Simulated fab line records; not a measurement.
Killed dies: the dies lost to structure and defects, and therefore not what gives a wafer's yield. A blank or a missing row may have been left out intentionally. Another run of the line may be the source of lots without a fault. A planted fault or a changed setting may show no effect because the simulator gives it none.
Which tool did it? :: flow berkeley-cmos170 :: 12 lots, 36 wafers sampled, at 2 steps of a route of 331

WHAT THE GAUGES READ, wafer by wafer
UCB170_SILICIDE_THK_MEAS_03: measures by xrf.
lot: L076
measured: day 7 09:23
on: film-metro-02
SILICIDE_TI_THK (nm): 30.1 29.1 29.6

lot: L079
measured: day 8 01:41
on: film-metro-04
SILICIDE_TI_THK (nm): 30.0 29.8 30.0

lot: L077
measured: day 8 02:19
on: film-metro-01
SILICIDE_TI_THK (nm): 30.1 29.9 29.9

lot: L081
measured: day 8 02:59
on: film-metro-01
SILICIDE_TI_THK (nm): 30.1 30.1 30.8

lot: L086
measured: day 9 04:34
on: film-metro-02
SILICIDE_TI_THK (nm): 30.0 30.4 30.4

lot: L084
measured: day 9 04:47
on: film-metro-02
SILICIDE_TI_THK (nm): 29.2 29.0 29.0

lot: L087
measured: day 9 12:03
on: film-metro-02
SILICIDE_TI_THK (nm): 29.5 29.1 29.5

lot: L089
measured: day 9 19:36
on: film-metro-01
SILICIDE_TI_THK (nm): 30.7 30.4 30.1

lot: L094
measured: day 10 12:32
on: film-metro-02
SILICIDE_TI_THK (nm): 30.8 30.2 31.3

lot: L090
measured: day 10 13:03
on: film-metro-01
SILICIDE_TI_THK (nm): 29.8 29.4 29.7

lot: L095
measured: day 10 20:37
on: film-metro-02
SILICIDE_TI_THK (nm): 29.3 29.3 29.5

lot: L097
measured: day 11 15:03
on: film-metro-02
SILICIDE_TI_THK (nm): 29.2 29.3 29.2

TOOL THAT RAN EACH LOT (tool first, then ch and the chambers of the sampled wafers, then the start)
lot: L076
UCB170_SDANNEAL_RTA_01: rtp-anneal-02 ch 0, day 7 08:37

lot: L079
UCB170_SDANNEAL_RTA_01: rtp-anneal-02 ch 0, day 8 00:56

lot: L077
UCB170_SDANNEAL_RTA_01: rtp-anneal-02 ch 0, day 8 01:23

lot: L081
UCB170_SDANNEAL_RTA_01: rtp-anneal-01 ch 0, day 8 02:12

lot: L086
UCB170_SDANNEAL_RTA_01: rtp-anneal-01 ch 0, day 9 03:49

lot: L084
UCB170_SDANNEAL_RTA_01: rtp-anneal-01 ch 0, day 9 04:02

lot: L087
UCB170_SDANNEAL_RTA_01: rtp-anneal-01 ch 0, day 9 11:17

lot: L089
UCB170_SDANNEAL_RTA_01: rtp-anneal-01 ch 0, day 9 18:50

lot: L094
UCB170_SDANNEAL_RTA_01: rtp-anneal-02 ch 0, day 10 11:47

lot: L090
UCB170_SDANNEAL_RTA_01: rtp-anneal-02 ch 0, day 10 12:18

lot: L095
UCB170_SDANNEAL_RTA_01: rtp-anneal-02 ch 0, day 10 19:47

lot: L097
UCB170_SDANNEAL_RTA_01: rtp-anneal-01 ch 0, day 11 14:18
- UCB170_SDANNEAL_RTA_01: time 5 s.

THE ANSWER, worked out from the rows above alone
Rule: the usual values come from the lots themselves. Put in order of their means at a reading, lots are off if they are a third of the lots or fewer, leave a main group of 4 or more, and stand apart from it by a gap of 3 or more times the standard deviation of the main group's means; of several such gaps the widest counts. Not used: any main group whose means are identical at the precision the tables above print for the reading. Also off: a lot with no number at a reading for which 4 or more lots have one. Where the step has rows for the other lots, those lots are counted as sound.
No lot is off on any of the readings shown, so nothing can be concluded from this.

WHAT THE SIMULATOR PUT IN
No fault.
